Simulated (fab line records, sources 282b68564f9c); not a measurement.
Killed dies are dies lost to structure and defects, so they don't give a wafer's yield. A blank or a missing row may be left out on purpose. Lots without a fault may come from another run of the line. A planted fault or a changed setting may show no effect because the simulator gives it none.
Tool commonality check | flow rit_cmos | 14 lots, 42 wafers sampled

WHY IT WAS OPENED
At RIT_NSD_TW_MEAS_10 the reading NSD_TW is flagged on 2 of 14 lots. Wafers without a fault read 3139, standard deviation 20.
Rule: a lot is flagged when every wafer of it that has a number lies more than 4 standard deviations from that mean, or none has a number. The other lots count as sound.

lot  | measured    | on            | NSD_TW, wafer by wafer | flag
L995 | day 3 01:14 | film_metro-03 | 3123 3132 3133         |
L996 | day 3 06:11 | film_metro-03 | 3143 3139 3124         |
L997 | day 3 15:43 | film_metro-01 | 3106 3110 3095         |
L998 | day 3 21:50 | film_metro-01 | 3114 3096 3095         |
L999 | day 4 03:59 | film_metro-02 | 3115 3137 3144         |
L100 | day 4 07:04 | film_metro-03 | 3165 3167 3166         |
L103 | day 5 00:10 | film_metro-02 | 3176 3168 3151         |
L105 | day 5 12:00 | film_metro-02 | 3158 3170 3155         |
L106 | day 5 14:47 | film_metro-02 | 3548 3563 3560         | FLAGGED
L107 | day 5 16:59 | film_metro-02 | 3145 3149 3150         |
L108 | day 5 23:35 | film_metro-01 | 3139 3119 3137         |
L110 | day 6 14:27 | film_metro-02 | 3526 3555 3547         | FLAGGED
L114 | day 7 16:04 | film_metro-03 | 3156 3149 3162         |
L118 | day 8 17:04 | film_metro-03 | 3129 3152 3121         |
The numbers of the flagged lots are 3550 on average: +411 against the usual, or +21 standard deviations.

WHICH TOOL RAN EACH LOT
The record holds 1 process step before the reading, out of a route of 202 steps. In each cell: the tool, then ch and the chambers that the sampled wafers went through, then the start.
lot  | flag    | RIT_NSD_IMPLANT_08
L995 |         | implanter-02 ch 0, day 3 00:55
L996 |         | implanter-02 ch 0, day 3 05:51
L997 |         | implanter-02 ch 0, day 3 15:25
L998 |         | implanter-02 ch 0, day 3 21:33
L999 |         | implanter-03 ch 0, day 4 03:41
L100 |         | implanter-02 ch 0, day 4 06:46
L103 |         | implanter-03 ch 0, day 4 23:50
L105 |         | implanter-01 ch 0, day 5 11:41
L106 | FLAGGED | implanter-01 ch 0, day 5 14:07
L107 |         | implanter-02 ch 0, day 5 16:39
L108 |         | implanter-01 ch 0, day 5 23:16
L110 | FLAGGED | implanter-03 ch 0, day 6 13:49
L114 |         | implanter-02 ch 0, day 7 15:45
L118 |         | implanter-03 ch 0, day 8 16:46
What these steps do:
- RIT_NSD_IMPLANT_08
- RIT_NSD_TW_MEAS_10

FLAGGED OVER TOTAL, TOOL BY TOOL (the gauges that took the reading come last)
step               | tool          | lots run | flagged | share of the flagged lots | sound lots run after its first flagged lot
RIT_NSD_IMPLANT_08 | implanter-01  | 3        | 1       | some                      | 1 (L108)
RIT_NSD_IMPLANT_08 | implanter-02  | 7        | 0       | none                      | -
RIT_NSD_IMPLANT_08 | implanter-03  | 4        | 1       | some                      | 1 (L118)
RIT_NSD_TW_MEAS_10 | film_metro-01 | 3        | 0       | none                      | -
RIT_NSD_TW_MEAS_10 | film_metro-02 | 6        | 2       | all                       | 1 (L107)
RIT_NSD_TW_MEAS_10 | film_metro-03 | 5        | 0       | none                      | -

WHAT THE TABLE ALLOWS
1 row of the table ran every flagged lot: film_metro-02 at RIT_NSD_TW_MEAS_10.
- film_metro-02 at RIT_NSD_TW_MEAS_10: 2 of its 6 lots flagged. Sound lots ran on it after the first flagged one (L107), which a lasting fault on the whole tool wouldn't allow.
No row of the table ran every flagged lot and no sound lot after the first.

WHAT THE SIMULATOR HAD PUT IN
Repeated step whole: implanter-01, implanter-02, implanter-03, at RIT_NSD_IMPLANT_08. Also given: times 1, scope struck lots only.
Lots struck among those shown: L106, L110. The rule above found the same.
